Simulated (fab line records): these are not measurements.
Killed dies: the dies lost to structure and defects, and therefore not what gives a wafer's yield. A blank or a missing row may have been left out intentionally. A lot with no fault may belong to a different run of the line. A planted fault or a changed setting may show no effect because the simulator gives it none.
Which tool is to blame? | flow berkeleyCmos170 | 13 lots, 39 wafers sampled, at 3 steps of a route of 331

WHAT THE GAUGES READ, wafer by wafer
UCB170_SILICIDE_RS_MEAS_02: measurement is done with a four-point probe. Usual: SILICIDE_TI_RS gives 26.0 ohm/sq (standard deviation 0.37).
lot  | measured     | on           | SILICIDE_TI_RS (ohm/sq) | flag
L544 | day 7 07:46  | filmMetro-03 | 25.8 25.8 25.7          | 
L547 | day 7 08:00  | filmMetro-03 | 26.6 26.7 26.5          | 
L545 | day 7 08:14  | filmMetro-03 | 26.4 26.0 26.2          | 
L543 | day 7 08:25  | filmMetro-04 | 25.5 25.4 25.6          | 
L546 | day 7 08:25  | filmMetro-03 | 25.9 26.1 26.0          | 
L549 | day 8 07:37  | filmMetro-03 | 26.5 25.9 26.2          | 
L551 | day 8 08:10  | filmMetro-04 | 26.2 26.7 26.4          | 
L548 | day 8 08:50  | filmMetro-03 | 26.2 25.9 25.9          | 
L552 | day 9 04:29  | filmMetro-03 | 26.0 26.3 26.3          | 
L553 | day 9 04:51  | filmMetro-03 | 25.6 25.4 25.8          | 
L555 | day 9 22:29  | filmMetro-04 | 25.8 25.7 25.7          | 
L560 | day 10 10:31 | filmMetro-04 | 25.8 26.1 25.8          | 
L559 | day 10 10:59 | filmMetro-03 | 26.3 29.0 26.4          | OFF

UCB170_SILICIDE_THK_MEAS_03: measures by xrf. Usual: SILICIDE_TI_THK gives 29.9 nm (standard deviation 0.35).
lot  | measured     | on           | SILICIDE_TI_THK (nm) | flag
L544 | day 7 07:53  | filmMetro-03 | 30.0 30.0 30.1       | 
L547 | day 7 08:07  | filmMetro-03 | 29.4 29.3 29.4       | 
L545 | day 7 08:20  | filmMetro-03 | 29.5 29.8 29.7       | 
L543 | day 7 08:31  | filmMetro-04 | 30.4 30.4 30.3       | 
L546 | day 7 08:31  | filmMetro-03 | 29.9 29.7 29.8       | 
L549 | day 8 07:42  | filmMetro-03 | 29.3 29.9 29.7       | 
L551 | day 8 08:16  | filmMetro-04 | 29.6 29.2 29.4       | 
L548 | day 8 08:56  | filmMetro-03 | 29.7 30.0 29.9       | 
L552 | day 9 04:36  | filmMetro-03 | 30.0 29.8 29.7       | 
L553 | day 9 04:58  | filmMetro-03 | 30.3 30.5 30.0       | 
L555 | day 9 22:34  | filmMetro-04 | 30.0 30.3 29.9       | 
L560 | day 10 10:37 | filmMetro-04 | 30.0 29.7 29.9       | 
L559 | day 10 11:06 | filmMetro-03 | 29.8 27.4 29.8       | 

WHICH TOOL RAN EACH LOT (tool, then ch and the chambers of the sampled wafers, then the start)
lot  | UCB170_SILICIDE_SPUTTER_01
L544 | pvdSputter-03, day 7 07:44
L547 | pvdSputter-04, day 7 07:52
L545 | pvdSputter-01, day 7 08:11
L543 | pvdSputter-03, day 7 08:21
L546 | pvdSputter-04, day 7 08:22
L549 | pvdSputter-03, day 8 07:31
L551 | pvdSputter-04, day 8 08:07
L548 | pvdSputter-03, day 8 08:47
L552 | pvdSputter-04, day 9 04:23
L553 | pvdSputter-01, day 9 04:47
L555 | pvdSputter-04, day 9 22:23
L560 | pvdSputter-04, day 10 10:26
L559 | pvdSputter-03, day 10 10:57
- UCB170_SILICIDE_SPUTTER_01: material Ti, target thk 30 nm, time 25 s.

AS READ BY THE TOOLS THEMSELVES (means over the sampled wafers that have a number; for cases with no such wafer, the mark the record gives instead)
UCB170_SILICIDE_SPUTTER_01. Usual: throttleValvePct at 29.9 %, with a standard deviation of 0.91.
lot  | tool          | throttleValvePct (%) | flag
L544 | pvdSputter-03 | 29.0                 | 
L547 | pvdSputter-04 | 29.8                 | 
L545 | pvdSputter-01 | 30.4                 | 
L543 | pvdSputter-03 | 29.5                 | 
L546 | pvdSputter-04 | 30.7                 | 
L549 | pvdSputter-03 | 29.1                 | 
L551 | pvdSputter-04 | 30.1                 | 
L548 | pvdSputter-03 | 29.1                 | 
L552 | pvdSputter-04 | 30.1                 | 
L553 | pvdSputter-01 | 30.1                 | 
L555 | pvdSputter-04 | 29.9                 | 
L560 | pvdSputter-04 | 30.7                 | 
L559 | pvdSputter-03 | 29.0                 | 

THE ANSWER, worked out from the rows above alone
Rule: lot off if the mean of its wafers having a number is beyond 3 standard deviations from the usual mean. A lot without any number at a reading at which 4 lots or more have one is off too. The other lots that the step has rows for count as sound. First the gauges in route order, then the tools' own readings, where a lot's mean is used as printed above. The first step at which some lot is off is used, and at that step the reading that is off furthest; a lot without a number counts as furthest.
Off: L559, seen at UCB170_SILICIDE_RS_MEAS_02 (SILICIDE_TI_RS).
If a tool, at a process step before that reading, ran all the lots that are off and no sound lot after the first of them, it fits. Gauges at UCB170_SILICIDE_RS_MEAS_02: tried the same way as those tools. Undecided on this evidence; 2 tools fit (pvdSputter-03 at UCB170_SILICIDE_SPUTTER_01, filmMetro-03 at UCB170_SILICIDE_RS_MEAS_02).

WHAT THE SIMULATOR HAD INSERTED
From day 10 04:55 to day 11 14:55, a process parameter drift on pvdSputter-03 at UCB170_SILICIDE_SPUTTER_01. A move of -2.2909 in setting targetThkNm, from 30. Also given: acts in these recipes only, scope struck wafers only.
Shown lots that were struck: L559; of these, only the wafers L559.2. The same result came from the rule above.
